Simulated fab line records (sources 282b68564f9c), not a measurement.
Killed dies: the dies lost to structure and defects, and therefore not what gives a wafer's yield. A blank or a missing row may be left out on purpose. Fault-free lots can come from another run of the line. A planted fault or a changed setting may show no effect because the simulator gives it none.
Problem report, 8D (eight disciplines) form, completed by code || flow rit cmos || the parts of the form that need people (team, actions taken, sign-off) are left out

## 1. THE PROBLEM
killed at front end at RIT_M1_PROBE_99 reads a mean of 44.2 on 4 wafers of 2 lots; wafers without a fault read 6.5 with a standard deviation of 3. Relative to the usual mean, that is a shift of +13 standard deviations.
First seen on wafer L164.1, day 5 11:22, on prober-01. At this step, 18 wafers from 6 lots have a number in the record. Rule for "out" (also "out of limits"): further than 4 standard deviations from the usual mean. The rest of the wafers with a number are treated as sound.

## 2. WHAT IT IS, WHAT IT ISN'T
{"question": "which readings at this step", "is": "killed at front end, killed dies", "is not": "killed_at_M0_to_M3, killed open"}
{"question": "which lots", "is": "L164, L165", "is not": "L157, L158, L161, L170"}
{"question": "which wafers of those lots", "is": "L164.1, L164.6, L165.2, L165.6", "is not": "L164.4, L165.3"}
{"question": "read on which tools", "is": "prober-01, prober-02", "is not": "-"}
{"question": "when", "is": "from day 5 11:22", "is not": "up to then (9 sound wafers); but 5 sound wafers of L164, L165, L170 came after"}

## 3. THE SUSPECTS, EACH WITH WHAT RULES IT OUT
Counting: a tool at a process step up to the reading stays a suspect if it ran every lot that is out. Sound lots after the first of them don't rule it out here, since some wafers of a struck lot are sound.
- plasma asher-03 at RIT_ACTIVE_STRIP_14 (strips in O2, time 180 s): kept. Every lot that is out went through it, the first being L164 (day 3 16:50); the last sound lot it ran before that was L158 (day 2 10:50).
- Within plasma asher-03 at RIT_ACTIVE_STRIP_14, the wafers that are out were processed in chamber 0 and their sound lot-mates in chamber 1.
The count leaves plasma asher-03 at RIT_ACTIVE_STRIP_14.

## 4. THE CAUSE (what the simulator had put in)
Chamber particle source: plasma asher-03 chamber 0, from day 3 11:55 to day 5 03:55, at RIT_ACTIVE_STRIP_14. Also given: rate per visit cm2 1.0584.
Only this tool survived the counting.

## 5. SEQUENCE OF EFFECTS, ordered by route
Rows list readings where the struck wafers' mean (over those with a number) sits beyond 3 standard deviations from the usual. Readings are gone through only where the record gives a usual standard deviation; hours: the median, over the lots, of the time from a lot's start at the first step in this table giving one to that lot's start at this step; sigmas: the change measured in usual standard deviations.
{"hours": 0, "step": "RIT_M1_PROBE_99", "reading": "killed at front end", "usual": 6.5, "on struck wafers": 44.2, "change": "+37.8", "sigmas": "+13"}
{"hours": 0, "step": "RIT_M1_PROBE_99", "reading": "killed dies", "usual": 6.6, "on struck wafers": 44.2, "change": "+37.6", "sigmas": "+13"}
It contains these process steps:
- RIT_M1_PROBE_99

## 6. HOW IT WOULD HAVE BEEN CAUGHT EARLIER
First out-of-limits reading in this record: day 5 11:22, which is 47 hours after fault onset at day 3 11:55.
No tool reading at RIT_ACTIVE_STRIP_14 that has a usual standard deviation in the record was out on any struck wafer, so an alarm limit of 4 standard deviations on those readings would not have fired.
Each of the lots that are out, 2 in all, had begun RIT_ACTIVE_STRIP_14 on plasma asher-03 no later than day 5 11:22. None of them would have been spared by holding the tool at that moment.
